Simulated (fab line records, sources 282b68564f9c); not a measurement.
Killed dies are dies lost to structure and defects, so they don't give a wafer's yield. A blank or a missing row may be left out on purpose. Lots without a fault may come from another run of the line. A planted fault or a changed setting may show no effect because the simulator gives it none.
Which tool did it? | flow rit_cmos | 14 lots, 42 wafers sampled, at 6 steps of a route of 202

WHAT THE GAUGES READ, wafer by wafer
RIT_ACTIVE_CD_MEAS_90: target cd 1400 nm. Usual: cd_nm 1400.6 nm, standard deviation 1.9.
lot  | measured    | on        | cd_nm (nm)           | flag
L920 | day 1 20:35 | cd_sem-02 | 1399.2 1401.1 1400.2 |
L921 | day 2 02:57 | cd_sem-01 | 1403.0 1402.3 1402.8 |
L922 | day 2 06:14 | cd_sem-01 | 1399.4 1398.1 1400.1 |
L923 | day 2 12:24 | cd_sem-01 | 1401.6 1403.5 1406.0 |
L924 | day 2 16:17 | cd_sem-01 | 1402.8 1400.9 1401.7 |
L925 | day 2 21:24 | cd_sem-01 | 1400.7 1400.2 1400.3 |
L926 | day 3 02:18 | cd_sem-01 | 1398.7 1401.6 1400.3 |
L927 | day 3 08:29 | cd_sem-01 | 1399.3 1399.7 1399.6 |
L928 | day 3 17:38 | cd_sem-01 | 1403.1 1403.7 1402.1 |
L929 | day 3 20:11 | cd_sem-01 | 1400.9 1400.9 1400.4 |
L930 | day 3 22:04 | cd_sem-01 | 1400.0 1401.7 1401.9 |
L932 | day 4 09:46 | cd_sem-01 | 1400.2 1403.3 1402.2 |
L940 | day 6 01:42 | cd_sem-02 | 1398.4 1398.7 1400.7 |
L941 | day 6 06:10 | cd_sem-01 | 1398.8 1398.0 1396.6 |

RIT_PWELL_TW_MEAS_10. Usual: PWELL_TW 958, standard deviation 8.8.
lot  | measured    | on            | PWELL_TW       | flag
L920 | day 2 04:19 | film_metro-02 | 970 966 976    |
L921 | day 2 11:22 | film_metro-04 | 951 949 944    |
L922 | day 2 15:32 | film_metro-02 | 967 963 965    |
L923 | day 2 20:10 | film_metro-01 | 964 960 961    |
L924 | day 3 00:42 | film_metro-02 | 968 973 967    |
L925 | day 3 05:04 | film_metro-01 | 947 953 953    |
L926 | day 3 16:01 | film_metro-01 | 947 953 951    |
L927 | day 3 20:12 | film_metro-04 | 947 950 947    |
L928 | day 4 01:13 | film_metro-02 | 970 967 961    |
L929 | day 4 07:08 | film_metro-04 | 952 949 947    |
L930 | day 4 09:24 | film_metro-02 | 1191 1195 1188 | OFF
L932 | day 4 21:16 | film_metro-02 | 1186 1192 1192 | OFF
L940 | day 6 10:23 | film_metro-02 | 959 959 963    |
L941 | day 6 15:15 | film_metro-04 | 945 952 947    |

RIT_WELLDRIVE_RS_MEAS_02: measures by four-point-probe. Usual: PWELL_RS 429.1 ohm/sq, standard deviation 1.2.
lot  | measured     | on            | PWELL_RS (ohm/sq) | flag
L920 | day 2 09:34  | film_metro-01 | 428.0 428.7 427.0 |
L921 | day 2 16:38  | film_metro-02 | 429.5 428.5 430.1 |
L922 | day 2 21:08  | film_metro-02 | 429.7 429.6 430.1 |
L923 | day 3 01:48  | film_metro-02 | 428.1 429.1 427.5 |
L924 | day 3 06:10  | film_metro-02 | 429.1 428.4 428.6 |
L925 | day 3 14:32  | film_metro-02 | 428.9 428.3 429.0 |
L926 | day 3 21:35  | film_metro-01 | 428.5 429.8 429.4 |
L927 | day 4 01:35  | film_metro-02 | 428.6 429.1 426.5 |
L928 | day 4 07:49  | film_metro-01 | 428.9 430.0 429.7 |
L929 | day 4 12:31  | film_metro-02 | 430.1 430.8 432.4 |
L930 | day 4 15:18  | film_metro-04 | 288.2 288.7 288.1 | OFF
L932 | day 5 02:32  | film_metro-04 | 289.2 288.8 288.3 | OFF
L940 | day 6 16:28  | film_metro-01 | 429.0 429.4 430.5 |
L941 | day 18 09:04 | film_metro-02 | 428.1 426.9 427.9 |

RIT_NLDD_OVL_MEAS_06. Usual: NLDD_OVL -0.7 nm, standard deviation 1.4.
lot  | measured     | on         | NLDD_OVL (nm)  | flag
L920 | day 2 22:24  | overlay-01 | 0.6 -0.6 -0.9  |
L921 | day 3 10:33  | overlay-01 | -1.0 0.0 -4.2  |
L922 | day 3 17:36  | overlay-01 | 2.4 0.3 2.5    |
L923 | day 4 00:26  | overlay-01 | -1.4 -1.3 -0.5 |
L924 | day 4 02:20  | overlay-02 | 0.1 -0.4 -0.4  |
L925 | day 4 05:03  | overlay-02 | -1.0 -1.4 -1.6 |
L926 | day 4 12:38  | overlay-02 | 2.4 2.0 1.7    |
L927 | day 4 15:56  | overlay-02 | -1.1 -2.1 -2.3 |
L928 | day 5 06:36  | overlay-02 | 0.3 -0.2 -0.8  |
L929 | day 5 06:51  | overlay-01 | -2.3 -1.4 -1.7 |
L930 | day 5 07:05  | overlay-02 | 0.5 -2.1 -0.4  |
L932 | day 5 21:19  | overlay-02 | -1.0 -0.1 -1.8 |
L940 | day 7 08:44  | overlay-01 | -2.1 -1.2 -0.8 |
L941 | day 19 01:05 | overlay-02 | 0.0 1.8 1.8    |

WHICH TOOL RAN EACH LOT (tool, then ch and the chambers of the sampled wafers, then the start)
lot  | RIT_NWELL_STRIP_09                  | RIT_PWELL_IMPLANT_08
L920 | plasma_asher-01 ch 0,1, day 2 02:32 | implanter-03 ch 0, day 2 03:59
L921 | plasma_asher-01 ch 0,1, day 2 09:31 | implanter-01 ch 0, day 2 11:04
L922 | plasma_asher-02 ch 0,1, day 2 13:34 | implanter-02 ch 0, day 2 15:12
L923 | plasma_asher-01 ch 0,1, day 2 18:18 | implanter-03 ch 0, day 2 19:50
L924 | plasma_asher-01 ch 0,1, day 2 22:51 | implanter-03 ch 0, day 3 00:23
L925 | plasma_asher-04 ch 0,1, day 3 03:20 | implanter-03 ch 0, day 3 04:44
L926 | plasma_asher-02 ch 0,1, day 3 14:10 | implanter-01 ch 0, day 3 15:43
L927 | plasma_asher-04 ch 0,1, day 3 18:28 | implanter-03 ch 0, day 3 19:52
L928 | plasma_asher-02 ch 0,1, day 3 23:18 | implanter-01 ch 0, day 4 00:53
L929 | plasma_asher-04 ch 0,1, day 4 05:20 | implanter-01 ch 0, day 4 06:50
L930 | plasma_asher-02 ch 0,1, day 4 07:35 | implanter-01 ch 0, day 4 09:07
L932 | plasma_asher-01 ch 0,1, day 4 19:32 | implanter-01 ch 0, day 4 20:57
L940 | plasma_asher-01 ch 0,1, day 6 08:32 | implanter-03 ch 0, day 6 10:05
L941 | plasma_asher-04 ch 0,1, day 6 13:23 | implanter-02 ch 0, day 6 14:56
- RIT_NWELL_STRIP_09: strips in O2, time 180 s.
- RIT_PWELL_IMPLANT_08

WHAT THE TOOLS THEMSELVES READ (means of the sampled wafers that have a number; where no wafer has one, the mark that the record gives instead)
RIT_NWELL_STRIP_09. Usual: drypump_motor_current_A 5.97 A, standard deviation 0.28.
lot  | tool            | drypump_motor_current_A (A) | flag
L920 | plasma_asher-01 | 6.13                        |
L921 | plasma_asher-01 | 5.88                        |
L922 | plasma_asher-02 | 5.72                        |
L923 | plasma_asher-01 | 6.15                        |
L924 | plasma_asher-01 | 5.90                        |
L925 | plasma_asher-04 | 6.14                        |
L926 | plasma_asher-02 | 5.73                        |
L927 | plasma_asher-04 | 6.17                        |
L928 | plasma_asher-02 | 5.78                        |
L929 | plasma_asher-04 | 6.15                        |
L930 | plasma_asher-02 | 5.71                        |
L932 | plasma_asher-01 | 6.12                        |
L940 | plasma_asher-01 | 5.87                        |
L941 | plasma_asher-04 | 6.16                        |

RIT_PWELL_IMPLANT_08. Usual: dose_ions_cm2 7.002e+13, standard deviation 7.8e+10; faraday_current_uA 223, standard deviation 4.8.
lot  | tool         | dose_ions_cm2 | faraday_current_uA | flag
L920 | implanter-03 | 6.993e+13     | 221                |
L921 | implanter-01 | 7.002e+13     | 221                |
L922 | implanter-02 | 7.008e+13     | 226                |
L923 | implanter-03 | 7.000e+13     | 222                |
L924 | implanter-03 | 7.000e+13     | 225                |
L925 | implanter-03 | 6.996e+13     | 221                |
L926 | implanter-01 | 7.006e+13     | 222                |
L927 | implanter-03 | 7.011e+13     | 221                |
L928 | implanter-01 | 7.009e+13     | 226                |
L929 | implanter-01 | 6.998e+13     | 225                |
L930 | implanter-01 | 1.339e+14     | 433                | OFF
L932 | implanter-01 | 1.339e+14     | 430                | OFF
L940 | implanter-03 | 6.999e+13     | 225                |
L941 | implanter-02 | 6.993e+13     | 223                |

THE ANSWER, worked out from the rows above alone
Rule: a lot is off if the mean of its wafers that have a number lies more than 3 standard deviations from the usual mean. A lot without any number at a reading at which 4 lots or more have one is off too. The other lots that the step has rows for count as sound. The gauges are gone through in route order, then the tools' own readings, and for those a lot's mean is taken as printed above. The first step at which some lot is off is used, and at that step the reading that is off furthest; a lot without a number counts as furthest.
Off: L930, L932, at RIT_PWELL_TW_MEAS_10 (PWELL_TW).
A tool fits if, at a process step before that reading, it ran every lot that is off, and no sound lot after the first of them. The gauges at RIT_PWELL_TW_MEAS_10 aren't tried: what is off there is off at RIT_WELLDRIVE_RS_MEAS_02 too, on other tools, and a gauge's error can't cause that. One fits: implanter-01 at RIT_PWELL_IMPLANT_08. Its last sound lot is L929 (day 4 06:50), its first lot that is off L930 (day 4 09:07): a fault that began between those two fits.
The tool's own readings at RIT_PWELL_IMPLANT_08 bear it out: on the lots that are off they differ by more than 5 times the standard deviation of the sound lots' means. dose_ions_cm2 reads 1.339e+14 there against 7.001e+13 on the sound lots; faraday_current_uA reads 432 there against 223 on the sound lots.

WHAT THE SIMULATOR HAD PUT IN
Process parameter drift: implanter-01, from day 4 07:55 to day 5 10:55, at RIT_PWELL_IMPLANT_08. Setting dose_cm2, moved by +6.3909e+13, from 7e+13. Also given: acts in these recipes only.
Lots struck among those shown: L930, L932. The rule above found the same.
